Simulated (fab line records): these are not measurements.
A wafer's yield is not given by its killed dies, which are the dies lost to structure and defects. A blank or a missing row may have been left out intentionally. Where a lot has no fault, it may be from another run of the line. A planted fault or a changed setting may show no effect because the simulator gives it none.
One fault through the eyes of 2 desks | flow berkeley_cmos170 | each desk has only its own numbers; what lay behind them comes last

== FOR THE TOOL OWNER'S DESK: rie_metal-01 ==
The tool's own readings at UCB170_M1_METAL_ETCH_12 (etches Al in Cl2/BCl3, stops on PSG, target depth 780 nm, time 130 s): means of the sampled wafers that have a number, for each lot that ran on this tool. Any lot whose mean is over 4 standard deviations away from the usual mean is out of limits and marked OUT; that distance is given in the brackets.
Columns: A = drypump_motor_current_A at UCB170_M1_METAL_ETCH_12, usual 5.7 A; B = oes_product_au at UCB170_M1_METAL_ETCH_12, usual 0.857 a.u.; C = throttle_valve_pct at UCB170_M1_METAL_ETCH_12, usual 24.55 %
lot  | first seen here | A   | B     | C
L417 | day 7 10:32     | 6.3 | 0.858 | 24.48
L418 | day 7 16:46     | 6.4 | 0.860 | 24.47
L421 | day 8 21:08     | 6.3 | 0.866 | 24.47
L427 | day 9 09:26     | 6.4 | 0.845 | 24.47
Result from this desk: across the 4 lots, nothing is out of limits.

== AT THE METROLOGY DESK ==
What the gauges read for every lot (on any tool): the sampled wafers with a number, averaged. Any lot whose mean is over 4 standard deviations away from the usual mean is out of limits and marked OUT; that distance is given in the brackets.
Columns: A = SILICIDE_TI_THK at UCB170_SILICIDE_THK_MEAS_03, usual 29.2 nm; B = cd_nm at UCB170_M1_CD_MEAS_90, usual 700 nm
lot  | first seen here | A    | B
L416 | day 6 21:43     | 29.3 | 699
L417 | day 6 21:55     | 29.5 | 698
L418 | day 7 10:10     | 28.7 | 697
L419 | day 7 10:11     | 28.9 | 700
L420 | day 8 12:33     | 29.0 | 703
L421 | day 8 12:44     | 29.0 | 687 (-4.2) OUT
L423 | day 8 13:06     | 29.2 | 697
L426 | day 8 23:27     | 29.3 | 703
L427 | day 8 23:40     | 29.6 | 686 (-4.5) OUT
L432 | day 10 06:25    | 29.2 | 698
L436 | day 10 21:17    | 29.1 | 700
L433 | day 10 21:22    | 29.5 | 705
L437 | day 11 08:56    | 29.1 | 703
L438 | day 11 20:04    | 28.8 | 706
This desk's finding: out of limits on L421, L427; first on L421, day 8 21:23 (cd_nm at UCB170_M1_CD_MEAS_90). L416, L417, L418, L419, L420, L423, L426, L432, L436, L433, L437, L438: within limits.

== TAKEN TOGETHER ==
At day 8 21:23 the metrology desk could have sounded an alarm, on L421, L427.
The tool owner's desk saw nothing out of limits.
The tool owner's desk has L421, L427 on record, within its limits.
Of the lots named, all ran UCB170_M1_METAL_ETCH_12 on rie_metal-01.

== WHAT THE SIMULATOR HAD INSERTED ==
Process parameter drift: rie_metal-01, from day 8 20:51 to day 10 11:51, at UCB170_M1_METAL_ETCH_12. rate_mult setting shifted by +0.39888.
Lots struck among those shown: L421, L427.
Delay in hours, fault start to first out-of-limits reading, per desk: metrology desk 1.
